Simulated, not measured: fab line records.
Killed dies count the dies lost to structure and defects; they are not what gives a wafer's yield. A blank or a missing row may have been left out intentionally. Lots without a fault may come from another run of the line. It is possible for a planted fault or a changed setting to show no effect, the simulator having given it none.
Struck lot and sound lot, side by side | flow ritCmos | 15 out of 202 route steps
Sound: these wafers, L375.1, L375.3, L375.5. Wafers L383.2, L383.3, L383.6 were the ones struck. The cause is named last.
Per side, at each step with rows, come the tool, then ch with its chambers, and then its first start. Under that, the readings that differ: sound wafers | struck wafers | difference of the means | sigmas: that difference in standard deviations of wafers without a fault.
alike: same words and numbers on both sides, and readings whose means sit less than 2 such deviations apart. not compared: any withheld reading, any reading some wafer has no value for, any bound like >300 that may hide the same value, and any number with overlapping values for which the record gives no deviation.
Wherever a step has rows on one side only, a row that says differs or no value, or a row with sigmas, the two part there. Numbers that don't overlap but have no deviation are shown without sigmas and don't part them. Lack of a reading on every wafer of one side parts them only where that side has two or more wafers.

first, 4 steps without rows for these wafers: RIT_PLDD_SOFTBAKE_02 (time 60 s); RIT_PLDD_EXPOSE_03 (exposes mask M8, target cd 40900 nm); RIT_PLDD_PEB_04; RIT_PLDD_DEVELOP_05 (develop time 50 s).
RIT_PLDD_OVL_MEAS_06:
  sound on overlay-02, day 3 17:30; struck on overlay-02, day 4 22:22
  alike: PLDD_OVL
then, 2 steps without rows for these wafers: RIT_PLDD_HARDBAKE_07 (time 60 s); RIT_PLDD_IMPLANT_08.
RIT_PLDD_STRIP_09: strips in O2, time 180 s.
  sound on plasmaAsher-03 ch 0,1, day 3 17:50; struck on plasmaAsher-02 ch 0,1, day 4 22:49
  alike: drypumpMotorCurrentA
  not compared: rfHoursCounterH
RIT_PLDD_TW_MEAS_10:
  sound on filmMetro-03, day 3 18:01; struck on filmMetro-03, day 4 23:00
  alike: PLDD_TW
then, 3 steps without rows for these wafers: RIT_SPACER_CLEAN_00 (cleans in SC1, time 600 s); RIT_SPACER_CLEAN_01 (cleans in dHF, time 30 s); RIT_SPACER_CLEAN_02 (cleans in SC2, time 600 s).
RIT_SPACER_CVD_03: deposits Si3N4 from SiH2Cl2/NH3, target thk 250 nm, time 3300 s.
  sound on lpcvd-01 ch 1, day 3 18:28; struck on lpcvd-01 ch 0, day 4 23:52
reading                                 | sound             | struck            | difference | sigmas
model.Si3N4_of_SPACER_CVD_03.thkNm (nm) | 252.2 251.7 250.3 | 323.6 322.3 324.9 | +72.2      | 
RIT_SPACER_THK_MEAS_04:
  sound on filmMetro-03, day 3 20:23; struck on filmMetro-03, day 5 01:47
reading                 | sound             | struck            | difference | sigmas
SPACER_NITRIDE_THK (nm) | 252.4 251.5 250.4 | 323.6 322.8 324.7 | +72.3      | +30
RIT_SPACER_ETCHBACK_05: etches Si3N4 in SF6/CHF3, stops on SiO2, target depth 250 nm, time 240 s.
  sound on rieDiel-04 ch 0,2,3, day 3 20:27; struck on rieDiel-03 ch 0,2,3, day 5 01:50
reading                                 | sound             | struck            | difference | sigmas
oesProductAu (a.u.)                     | 0.866 0.834 0.848 | 1.001 0.994 1.026 | +0.158     | +14
throttleValvePct (%)                    | 10.18 10.27 10.27 | 10.50 10.36 10.49 | +0.21      | +2
model.etch.depthNm (nm)                 | 252.2 251.7 250.3 | 310.5 309.1 315.5 | +60.3      | 
model.Si3N4_of_SPACER_CVD_03.thkNm (nm) | 198.1 197.8 195.8 | 254.1 253.4 254   | +56.6      | 
  alike: drypumpMotorCurrentA
  not compared: rfHoursCounterH

== WHERE THEY PART ==
First at RIT_SPACER_THK_MEAS_04; last, within this record, at RIT_SPACER_ETCHBACK_05.

WHY: what the simulator had put in
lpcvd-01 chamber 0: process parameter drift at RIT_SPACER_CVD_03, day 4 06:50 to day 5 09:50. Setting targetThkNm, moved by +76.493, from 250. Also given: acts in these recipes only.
